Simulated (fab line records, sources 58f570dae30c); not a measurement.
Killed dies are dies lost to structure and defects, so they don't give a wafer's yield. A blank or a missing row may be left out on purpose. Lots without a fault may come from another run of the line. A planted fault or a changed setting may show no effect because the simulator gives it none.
One fault seen from 2 desks | flow berkeley_cmos170 | each desk has only its own numbers; what lay behind them comes last

THE TOOL OWNER'S DESK: pvd_sputter-04
The tool's own readings at UCB170_M3_SPUTTER_01 (material Al, target thk 900 nm, time 120 s): means of the sampled wafers that have a number, for each lot that ran on this tool. A lot is out of limits, marked OUT, if its mean lies more than 4 standard deviations from the usual mean; the brackets give that distance.
Columns: A = throttle_valve_pct at UCB170_M3_SPUTTER_01, usual 30.0 %
lot  | first seen here | A
L826 | day 7 14:45     | 29.1
L827 | day 7 22:08     | 29.9
L830 | day 8 20:36     | 29.2
L832 | day 9 05:21     | 30.5
L839 | day 11 01:41    | 30.0
L842 | day 11 13:23    | 29.4
This desk's finding: nothing out of limits on any of the 6 lots.

THE METROLOGY DESK
What the gauges read, lot by lot, whatever tool the lot ran on: means of the sampled wafers that have a number. A lot is out of limits, marked OUT, if its mean lies more than 4 standard deviations from the usual mean; the brackets give that distance.
Columns: A = M2_OVL at UCB170_M2_OVL_MEAS_16, usual 5 nm; B = M3_BOW at UCB170_M3_BOW_MEAS_20, usual 36 um
lot  | first seen here | A  | B
L824 | day 7 11:31     | 8  | 37
L826 | day 7 11:46     | 7  | 32
L823 | day 7 12:01     | 1  | 34
L827 | day 7 19:03     | 0  | 32
L828 | day 8 00:51     | 5  | 33
L831 | day 8 16:58     | 7  | 42
L830 | day 8 17:12     | 5  | 34
L833 | day 9 01:21     | 5  | 39
L832 | day 9 01:31     | 4  | 43
L836 | day 9 19:11     | 4  | 37
L839 | day 10 22:28    | 2  | 29
L842 | day 11 10:34    | 2  | 37
L844 | day 11 17:00    | -4 | 40
L845 | day 12 03:38    | 0  | 34
This desk's finding: nothing out of limits on any of the 14 lots.

PUT TOGETHER
The tool owner's desk saw nothing out of limits.
The metrology desk saw nothing out of limits.

WHAT THE SIMULATOR HAD PUT IN
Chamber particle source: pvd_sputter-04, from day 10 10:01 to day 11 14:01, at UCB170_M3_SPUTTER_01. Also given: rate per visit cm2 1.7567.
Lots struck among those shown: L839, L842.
